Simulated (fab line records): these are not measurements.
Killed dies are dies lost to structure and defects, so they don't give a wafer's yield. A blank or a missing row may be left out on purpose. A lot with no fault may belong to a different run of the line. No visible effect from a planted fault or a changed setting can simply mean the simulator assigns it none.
fab line records	flow ritCmos
[record] lots = 5	wafers = 15	lastDay = 7
route steps=202 shown ACTIVE@1 M1@202
lots untouched by any fault: they come from a run of this same line in which no faults occurred
startH: the number of hours between the record's first day and the start of the first shown wafer of the lot	waitH: hours from the lot's prior step to this one	" identical to the entry in the row above	L1.1+2: one row covering several wafers at once	- no value, or no start given	* or withheld: withheld	< > ~ a bound
route shown NAME@n: NAME is a module with steps in the file, n the number in the route of the first one	usual: the fault-free wafers' mean and standard deviation	same: alike in all rows	chamber/n: place in a boat	sites: readings site by site	_std_site: the standard deviation of these	_edge_site: inner sites' mean taken away from outer sites' mean	radiusMm: for every site, how far away it sits from the centre of the wafer	mask NAME#n: copy n	behind: the last tool/chamber to shape the wafer	hold: the reason the lot was held/the length of the hold in hours/how it ended	device: the n, p or np transistor that did not switch	end of line: the route-end tests of the same wafers	a step given without rows: its recipe and nothing more	killed: dies that structure and defects cost at the first sort, which is not the same as the wafer's yield	map: a wafer's dies, x killed, . not, _ none there
set.NAME: the setting the step ran with; set.NAME@STEP: the setting that earlier step ran with	model.NAME: the simulator's own value behind a step, which no gauge read
lots seen at some steps along the route; tables by step, rows by wafer
services: from which hour (startH, from the record's first day; less than 0 if before it) a tool's chamber was out of use, for how many hours, and why
[[steps]]
[step RIT_ACTIVE_BOW_MEAS_00]
[recipe] mode = bow
[usual] INCOMING_BOW = 0/6.7
lot.wafer	tool	chamber	startH	waitH	INCOMING_BOW[um]
L295.1	filmMetro-01	-	15.00	-	7
L295.4	"	-	"	"	14
L295.6	"	-	"	"	2
L302.1	filmMetro-01	-	50.00	-	9
L302.2	"	-	"	"	10
L302.3	"	-	"	"	-1
L304.1	filmMetro-02	-	60.00	-	-15
L304.2	"	-	"	"	-5
L304.3	"	-	"	"	-4
L305.3	filmMetro-01	-	65.04	-	2
L305.4	"	-	"	"	-4
L305.5	"	-	"	"	1
L317.1	filmMetro-02	-	125.00	-	-7
L317.2	"	-	"	"	0
L317.6	"	-	"	"	-5
[step RIT_ACTIVE_OXIDATION_01]
[recipe] tempC = 1000	ambient = O2	targetThkA = 468	oxTimeS = 3360
[step RIT_ACTIVE_THK_MEAS_02]
[recipe] reads = SiO2_of_ACTIVE_OXIDATION_01
[usual] ACTIVE_OXIDE_THK = 46.8/0.79
lot.wafer	tool	chamber	startH	waitH	ACTIVE_OXIDE_THK[nm]
L295.1	filmMetro-03	-	17.05	0.0	46.5
L295.4	"	-	"	"	46.9
L295.6	"	-	"	"	46.3
L302.1	filmMetro-03	-	52.05	0.0	46.0
L302.2	"	-	"	"	46.8
L302.3	"	-	"	"	46.2
L304.1	filmMetro-01	-	62.85	0.0	47.6
L304.2	"	-	"	"	47.1
L304.3	"	-	"	"	46.7
L305.3	filmMetro-03	-	67.27	0.0	46.3
L305.4	"	-	"	"	46.5
L305.5	"	-	"	"	46.3
L317.1	filmMetro-02	-	127.05	0.0	47.7
L317.2	"	-	"	"	48.0
L317.6	"	-	"	"	48.1
[step RIT_ACTIVE_CVD_03]
[recipe] material = Si3N4	targetThkNm = 150	tempC = 810	precursor = SiH2Cl2/NH3	timeS = 1500	pressureMtorr = 300	sih2cl2FlowSccm = 60	nh3FlowSccm = 150
[step RIT_ACTIVE_THK_MEAS_04]
[recipe] reads = Si3N4_of_ACTIVE_CVD_03
[usual] ACTIVE_NITRIDE_THK = 150.4/1.4
lot.wafer	tool	chamber	startH	waitH	ACTIVE_NITRIDE_THK[nm]
L295.1	filmMetro-03	-	18.53	0.0	152.8
L295.4	"	-	"	"	153.2
L295.6	"	-	"	"	151.6
L302.1	filmMetro-03	-	53.53	0.0	149.2
L302.2	"	-	"	"	149.3
L302.3	"	-	"	"	149.9
L304.1	filmMetro-02	-	64.33	0.0	150.6
L304.2	"	-	"	"	149.5
L304.3	"	-	"	"	150.1
L305.3	filmMetro-02	-	68.75	0.0	149.8
L305.4	"	-	"	"	150.2
L305.5	"	-	"	"	149.2
L317.1	filmMetro-03	-	128.53	0.0	151.2
L317.2	"	-	"	"	150.8
L317.6	"	-	"	"	149.6
[step RIT_ACTIVE_HMDS_05]
[recipe] primeTimeS = 60	primeTempC = 140
[step RIT_ACTIVE_COAT_06]
[recipe] resist = NOVOLAK	spinRpm = 3250	resistThkNm = 1000
[step RIT_ACTIVE_SOFTBAKE_07]
[recipe] resist = NOVOLAK	tempC = 90	timeS = 60
[step RIT_ACTIVE_EXPOSE_08]
[recipe] maskId = M1	na = 0.6	sourceShape = conventional	sigmaOuter = 0.6	targetCdNm = 1400	doseMj = 225
[usual] exposureDoseMJCm2 = 225.01/0.21	stageVelMmS = 500.01/0.27
lot.wafer	tool	chamber	startH	waitH	mask	exposureDoseMJCm2	stageVelMmS
L295.1	ilineStepper-02	0	19.16	0.2	M1#0	224.97	500.04
L295.4	"	0	"	"	M1#0	224.96	500.36
L295.6	"	0	"	"	M1#0	224.63	500.06
L302.1	ilineStepper-02	0	54.16	0.2	M1#0	224.94	500.27
L302.2	"	0	"	"	M1#0	224.91	500.32
L302.3	"	0	"	"	M1#0	225.02	500.15
L304.1	ilineStepper-01	0	64.96	0.2	M1#0	225.07	500.12
L304.2	"	0	"	"	M1#0	224.96	499.91
L304.3	"	0	"	"	M1#0	225.15	499.98
L305.3	ilineStepper-02	0	69.41	0.2	M1#0	220.28	499.72
L305.4	"	0	"	"	M1#0	220.15	500.03
L305.5	"	0	"	"	M1#0	220.30	499.87
L317.1	ilineStepper-01	0	129.16	0.2	M1#0	224.87	500.10
L317.2	"	0	"	"	M1#0	225.04	500.00
L317.6	"	0	"	"	M1#0	225.03	500.32
[step RIT_ACTIVE_PEB_09]
[recipe] resist = NOVOLAK	tempC = withheld	timeS = withheld
[step RIT_M1_PROBE_99]
[usual] killed_at_M0_to_M3 = 0.0/0.12	killedAtFrontEnd = 6.6/2.7	killedDies = 6.6/2.7	killedOpen = 3.3/1.8	killedShort = 3.4/1.9
[same] grossDies = 264	killed_at_M4_up = 0	killedAtBackSide = 0	killedAtContacts = 0	killedAtOther = 0
lot.wafer	tool	chamber	startH	waitH	killed_at_M0_to_M3	killedAtFrontEnd	killedDies	killedOpen	killedShort
L295.1	prober-02	-	61.68	0.1	0	1	1	0	1
L295.4	prober-02	-	61.83	0.2	0	10	10	8	2
L295.6	prober-02	-	61.93	0.2	0	13	13	7	6
L302.1	prober-01	-	99.09	0.1	0	8	8	3	5
L302.2	prober-01	-	99.14	0.1	0	7	7	4	3
L302.3	prober-01	-	99.19	0.2	0	6	6	5	1
// killed by level:class
L295.1 SILICIDE:geometricParticle:short=1
L295.4 FOX1:geometricParticle:open=3 FOX2:geometricParticle:open=2 SPACER:geometricParticle:open=2 FOX2:geometricParticle:short=1 GATE:geometricParticle:short=1 GATE:geometricParticle:open=1
L295.6 FOX1:geometricParticle:open=3 SPACER:geometricParticle:short=3 FOX2:geometricParticle:short=2 FOX2:geometricParticle:open=2 GATE:geometricParticle:open=1 REOX:geometricParticle:open=1 REOX:geometricParticle:short=1
L302.1 FOX1:geometricParticle:short=1 FOX1:geometricParticle:open=1 GATE:geometricParticle:short=1 REOX:geometricParticle:open=1 REOX:geometricParticle:short=1 SPACER:geometricParticle:open=1 SPACER:geometricParticle:short=1 SILICIDE:geometricParticle:short=1
L302.2 FOX1:geometricParticle:open=1 FOX1:geometricParticle:short=1 GATE:geometricParticle:open=1 GATE:geometricParticle:short=1 REOX:geometricParticle:short=1 REOX:geometricParticle:open=1 SILICIDE:geometricParticle:open=1
L302.3 GATE:geometricParticle:open=2 FOX1:geometricParticle:open=1 GATE:geometricParticle:short=1 REOX:geometricParticle:open=1 SPACER:geometricParticle:open=1
[[services]]
tool	chamber	startH	hours	kind
ilineStepper-02	-	16.91	0.6	repair
ilineStepper-02	-	78.97	5.7	repair
ilineStepper-01	-	90.59	1.7	pm
[[key]]
[firstSign] step = RIT_ACTIVE_EXPOSE_08	reading = exposureDoseMJCm2	direction = down	sigmas = 22	usual = 225.01	struck = 220.24
effect none on later readings
metAt RIT_ACTIVE_EXPOSE_08
struckWafers L305.3,L305.4,L305.5
testerLeftOut L305
[loopTrim] step = RIT_ACTIVE_EXPOSE_08	setting = dose	lots = L305
onsetBetween 54.16 69.41
[fault] kind = processParameterDrift	tool = ilineStepper-02	chamber = -	onsetH = 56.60	steps = RIT_ACTIVE_EXPOSE_08	channel = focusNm	offset = 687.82	spreadByWafer = 0.3	shape = step	endH = 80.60
// testerLeftOut: of these lots the tester's yield and bins aren't shown, on N5 and GAA mostly nor the transistor test; their killed dies are dies lost to structure and defects alone, not to doping, threshold or leakage, so they don't give the yield
// loopTrim: a control loop set the setting to another value than it would have without faults
